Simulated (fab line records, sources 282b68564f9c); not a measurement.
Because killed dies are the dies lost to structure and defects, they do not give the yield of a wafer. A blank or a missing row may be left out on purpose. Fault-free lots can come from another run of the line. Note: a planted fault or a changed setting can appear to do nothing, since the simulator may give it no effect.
Comparing a struck lot with a sound one :: flow rit-cmos :: 30 out of 202 route steps
Sound: these wafers, L169.1, L169.2, L169.6. The struck wafers were L181.2, L181.3, L181.6. Last of all comes the cause.
Order at every step that has rows: each side's tool, ch and its chambers, its first start. Under that, the readings that differ: sound wafers :: struck wafers :: difference of the means :: sigmas: that difference in standard deviations of wafers without a fault.
alike: a reading whose means differ by less than 2 such deviations, as well as words and numbers matching on both sides. not compared: withheld readings; readings where some wafer has no value; bounds like >300 that might hide an equal value; numbers whose values overlap and for which the record gives no deviation.
The two part at a step that has a row with sigmas, a row that says differs or no value, or rows on one side only. Numbers that don't overlap but have no deviation are shown without sigmas and don't part them. A reading that every wafer of one side lacks parts them only if that side has two wafers or more.

first, 6 steps without rows for these wafers: RIT_SDANNEAL_RTA_03 (time 5 s); RIT_SILICIDE_WET_ETCH_00 (etches SiO2 in BOE, target depth 14 nm, time 15 s); RIT_SILICIDE_SPUTTER_01 (material Ti, target thk 30 nm, time 248.2 s); RIT_SILICIDE_RTA_04 (time 10 s, ramp up 5 s, ramp down 5 s); RIT_SILICIDE_WET_ETCH_05 (etches Ti in SPM, time 120 s); RIT_SILICIDE_RTA_06 (time 10 s, ramp up 5 s, ramp down 10 s).
RIT_CONTACT_CVD_00: deposits SiO2 from TEOS, target thk 400 nm, time 61 s.
  sound on pecvd-01 ch 0,1, day 4 04:25; struck on pecvd-01 ch 0, day 6 18:10
reading: run-length-s (s)
sound: 88.5 89.0 89.0
struck: 80.2 80.0 80.4
difference: -8.6
sigmas: -21

reading: model.SiO2_of_CONTACT_CVD_00.thk-nm (nm)
sound: 398.4 398.1 406.8
struck: 350.9 353 355.6
difference: -47.9
sigmas: 
  alike: heater-power-w
  not compared: since-wet-clean-h
RIT_CONTACT_THK_MEAS_01:
  sound on film-metro-02 at day 4 04:28; struck on film-metro-03 at day 6 18:16
reading: CONTACT_TEOS_THK (nm)
sound: 399 398 407
struck: 351 353 356
difference: -48
sigmas: -8
then, 7 steps without rows for these wafers: RIT_CONTACT_HMDS_02 (prime time 60 s); RIT_CONTACT_COAT_03 (resist thk 1000 nm); RIT_CONTACT_SOFTBAKE_04 (time 60 s); RIT_CONTACT_EXPOSE_05 (exposes mask M11, target cd 1000 nm); RIT_CONTACT_PEB_06; RIT_CONTACT_DEVELOP_07 (develop time 114.2 s); RIT_CONTACT_HARDBAKE_10 (time 60 s).
RIT_CONTACT_ETCH_11: etches SiO2 in CHF3/CF4/Ar, stops on TiSi2, target depth 480 nm, time 320 s.
  sound on rie-diel-01 ch 1,2, day 4 05:47; struck on rie-diel-04 ch 1,2,3, day 6 19:35
reading: model.etch.depth-nm (nm)
sound: 398.4 398.1 406.8
struck: 350.9 353 355.6
difference: -47.9
sigmas: 

reading: model.CONTACT.feature-depth-nm (nm)
sound: 398.4 398.1 406.8
struck: 350.9 353 355.6
difference: -47.9
sigmas: 
  alike: CHF3_flow_sccm, drypump-motor-current-A, oes-product-au, throttle-valve-pct
  not compared: rf-hours-counter-h
then, 11 steps without rows for these wafers: RIT_CONTACT_STRIP_12 (strips in O2, time 180 s); RIT_CONTACT_CLEAN_13 (cleans in SC1, time 600 s); RIT_CONTACT_CLEAN_14 (cleans in SC2, time 600 s); RIT_M1_SPUTTER_00 (material Al, target thk 400 nm, time 500 s); RIT_M1_HMDS_03 (prime time 60 s); RIT_M1_COAT_04 (resist thk 1300 nm); RIT_M1_SOFTBAKE_05 (time 60 s); RIT_M1_EXPOSE_06 (exposes mask M12, target cd 2600 nm); RIT_M1_PEB_07; RIT_M1_DEVELOP_08 (develop time 68 s); RIT_M1_HARDBAKE_11 (time 120 s).
RIT_M1_METAL_ETCH_12: etches Al in Cl2/BCl3, stops on SiO2, time 165 s, target depth 600 nm.
  sound on rie-metal-02 ch 0,1, day 4 08:23; struck on rie-metal-02 ch 0,1, day 6 22:11
reading: model.SiO2_of_CONTACT_CVD_00.thk-nm (nm)
sound: 362.6 361.4 370
struck: 314.1 316.1 320.2
difference: -47.9
sigmas: 
  alike: drypump-motor-current-A, oes-product-au, throttle-valve-pct
  not compared: rf-hours-counter-h
then, 1 step without rows for these wafers: RIT_M1_STRIP_13 (strips in nmp, time 600 s).
RIT_M1_PROBE_99:
  sound on prober-02 at day 4 10:39; struck on prober-02 at day 7 00:29
reading: model.etest.field-p-metal.vt-v (V)
sound: -30.36 -29.55 -30.31
struck: -27.7 -27.87 -28.45
difference: +2.1
sigmas: 
  alike: killed-at-front-end, killed-dies, killed-on-rim, killed-open, killed-short
  not compared: model.etest.antenna-contact.vt-shift-v

== WHERE THEY PART ==
Earliest at RIT_CONTACT_CVD_00; latest, in this record, at RIT_CONTACT_THK_MEAS_01. Later steps at which nothing parts them and some readings are alike: RIT_CONTACT_ETCH_11, RIT_M1_METAL_ETCH_12, RIT_M1_PROBE_99.

WHY: what had been put in by the simulator
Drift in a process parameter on pecvd-01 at RIT_CONTACT_CVD_00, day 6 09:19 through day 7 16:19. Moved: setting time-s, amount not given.
